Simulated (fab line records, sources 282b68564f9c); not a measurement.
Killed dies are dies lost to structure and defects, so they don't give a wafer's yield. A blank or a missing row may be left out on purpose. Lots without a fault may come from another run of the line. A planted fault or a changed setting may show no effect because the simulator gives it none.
A struck lot beside a sound one | flow rit_cmos | 44 steps out of a route of 202
Sound: wafers L173.2, L173.3, L173.5. Struck: wafers L178.2, L178.5, L178.6. The cause comes at the end.
At each step with rows: each side's tool, then ch and its chambers, then its first start. Under that, the readings that differ: sound wafers | struck wafers | difference of the means | sigmas: that difference in standard deviations of wafers without a fault.
alike: readings whose means differ by less than 2 such deviations, and words and numbers that are the same on both sides. not compared: withheld readings, readings that some wafer has no value for, bounds like >300 that may hide the same value, and numbers for which the record gives no deviation and whose values overlap.
The two part at a step that has a row with sigmas, a row that says differs or no value, or rows on one side only. Numbers that don't overlap but have no deviation are shown without sigmas and don't part them. A reading that every wafer of one side lacks parts them only if that side has two wafers or more.

first, 3 steps without rows for these wafers: RIT_REOX_CLEAN_01 (cleans in dHF, time 30 s); RIT_REOX_CLEAN_02 (cleans in SC2, time 600 s); RIT_REOX_OXIDATION_03 (target thk 25.2 nm, ox time 5580 s).
RIT_REOX_THK_MEAS_04:
  sound on film_metro-03, day 3 06:23; struck on film_metro-03, day 4 08:44
  alike: REOX_OXIDE_THK
then, 6 steps without rows for these wafers: RIT_NLDD_HMDS_00 (prime time 60 s); RIT_NLDD_COAT_01 (resist thk 1000 nm); RIT_NLDD_SOFTBAKE_02 (time 60 s); RIT_NLDD_EXPOSE_03 (exposes mask M7, target cd 40700 nm); RIT_NLDD_PEB_04; RIT_NLDD_DEVELOP_05 (develop time 50 s).
RIT_NLDD_OVL_MEAS_06:
  sound on overlay-02, day 3 07:17; struck on overlay-02, day 4 09:54
  alike: NLDD_OVL
then, 1 step without rows for these wafers: RIT_NLDD_HARDBAKE_07 (time 60 s).
RIT_NLDD_IMPLANT_08:
  sound on implanter-04 ch 0, day 3 07:29; struck on implanter-04 ch 0, day 4 10:07
  reading            | sound                         | struck                        | difference | sigmas
  dose_ions_cm2      | 5.001e+14 4.999e+14 5.007e+14 | 7.098e+14 7.106e+14 7.099e+14 | +2.099e+14 | +99 or more
  faraday_current_uA | 1537 1501 1529                | 2192 2247 2273                | +715       | +22
  alike: beam_on_s
RIT_NLDD_STRIP_09: strips in O2, time 180 s.
  sound on plasma_asher-04 ch 0,1, day 3 07:37; struck on plasma_asher-03 ch 0,1, day 4 10:14
  alike: drypump_motor_current_A
  not compared: rf_hours_counter_h
RIT_NLDD_TW_MEAS_10:
  sound on film_metro-03, day 3 07:48; struck on film_metro-02, day 4 10:25
  reading | sound          | struck         | difference | sigmas
  NLDD_TW | 2534 2524 2517 | 2707 2697 2710 | +180       | +11
then, 6 steps without rows for these wafers: RIT_PLDD_HMDS_00 (prime time 60 s); RIT_PLDD_COAT_01 (resist thk 1000 nm); RIT_PLDD_SOFTBAKE_02 (time 60 s); RIT_PLDD_EXPOSE_03 (exposes mask M8, target cd 40900 nm); RIT_PLDD_PEB_04; RIT_PLDD_DEVELOP_05 (develop time 50 s).
RIT_PLDD_OVL_MEAS_06:
  sound on overlay-02, day 3 08:50; struck on overlay-01, day 4 11:27
  alike: PLDD_OVL
then, 2 steps without rows for these wafers: RIT_PLDD_HARDBAKE_07 (time 60 s); RIT_PLDD_IMPLANT_08.
RIT_PLDD_STRIP_09: strips in O2, time 180 s.
  sound on plasma_asher-01 ch 0,1, day 3 09:10; struck on plasma_asher-02 ch 0,1, day 4 11:47
  alike: drypump_motor_current_A
  not compared: rf_hours_counter_h
RIT_PLDD_TW_MEAS_10:
  sound on film_metro-03, day 3 09:21; struck on film_metro-03, day 4 11:58
  alike: PLDD_TW
then, 4 steps without rows for these wafers: RIT_SPACER_CLEAN_00 (cleans in SC1, time 600 s); RIT_SPACER_CLEAN_01 (cleans in dHF, time 30 s); RIT_SPACER_CLEAN_02 (cleans in SC2, time 600 s); RIT_SPACER_CVD_03 (deposits Si3N4 from SiH2Cl2/NH3, target thk 250 nm, time 3300 s).
RIT_SPACER_THK_MEAS_04:
  sound on film_metro-03, day 3 11:43; struck on film_metro-02, day 4 14:19
  alike: SPACER_NITRIDE_THK
RIT_SPACER_ETCHBACK_05: etches Si3N4 in SF6/CHF3, stops on SiO2, target depth 250 nm, time 240 s.
  sound on rie_diel-02 ch 0,1, day 3 11:46; struck on rie_diel-04 ch 0,2,3, day 4 14:22
  reading               | sound             | struck            | difference | sigmas
  oes_product_au (a.u.) | 0.824 0.828 0.841 | 0.875 0.882 0.856 | +0.040     | +3
  alike: drypump_motor_current_A, throttle_valve_pct
  not compared: rf_hours_counter_h
then, 6 steps without rows for these wafers: RIT_NSD_HMDS_00 (prime time 60 s); RIT_NSD_COAT_01 (resist thk 1000 nm); RIT_NSD_SOFTBAKE_02 (time 60 s); RIT_NSD_EXPOSE_03 (exposes mask M9, target cd 40700 nm); RIT_NSD_PEB_04; RIT_NSD_DEVELOP_05 (develop time 50 s).
RIT_NSD_OVL_MEAS_06:
  sound on overlay-01, day 3 12:53; struck on overlay-01, day 4 15:23
  alike: NSD_OVL
then, 2 steps without rows for these wafers: RIT_NSD_HARDBAKE_07 (time 60 s); RIT_NSD_IMPLANT_08.
RIT_NSD_STRIP_09: strips in O2, time 180 s.
  sound on plasma_asher-02 ch 1, day 3 13:13; struck on plasma_asher-02 ch 0,1, day 4 15:43
  alike: drypump_motor_current_A
  not compared: rf_hours_counter_h
RIT_SDANNEAL_RS_MEAS_07: measures by four-point-probe.
  sound on film_metro-03, day 3 15:50; struck on film_metro-03, day 4 18:19
  reading          | sound             | struck            | difference | sigmas
  NLDD_RS (ohm/sq) | 151.2 151.3 151.3 | 114.1 113.9 113.8 | -37.3      | -75
RIT_M1_PROBE_99:
  sound on prober-02, day 3 23:01; struck on prober-01, day 5 01:28
  reading                             | sound             | struck            | difference | sigmas
  model.etest.nmos_0p3.r_on_ohm_um    | 2126 2075 2108    | 2035 2013 2016    | -82        |
  model.etest.nmos_0p15.r_on_ohm_um   | 1096 1053 1063    | 968.6 954.7 958.9 | -109.9     |
  model.etest.nldd.rs_ohm_sq          | 366.2 371.6 369.2 | 277.6 281.9 280.5 | -89.0      |
  model.etest.nmos_turned.drive_ua_um | 329.3 333.9 331.1 | 385.9 391 388.1   | +56.9      |
  model.etest.nmos_0p15.drive_ua_um   | 483.3 498.1 488.4 | 499.6 511.3 506.5 | +15.9      |
  model.etest.nldd.line_ohm_um        | 116.8 119.4 116.5 | 89.87 90.15 91.31 | -27.12     |
  model.etest.nmos_0p15.swing_mv_dec  | 85.63 85.48 86.21 | 87.46 87.88 87.63 | +1.88      |
  alike: killed_at_contacts, killed_at_front_end, killed_dies, killed_open, killed_short
  not compared: model.etest.nmos_0p3.drive_ua_um

WHERE THEY PART
First at RIT_NLDD_IMPLANT_08; last, within this record, at RIT_SDANNEAL_RS_MEAS_07. Later steps at which nothing parts them and some readings are alike: RIT_M1_PROBE_99.

WHY: what the simulator had put in
Process parameter drift: implanter-04, from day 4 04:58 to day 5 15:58, at RIT_NLDD_IMPLANT_08. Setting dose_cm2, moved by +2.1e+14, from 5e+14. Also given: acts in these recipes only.
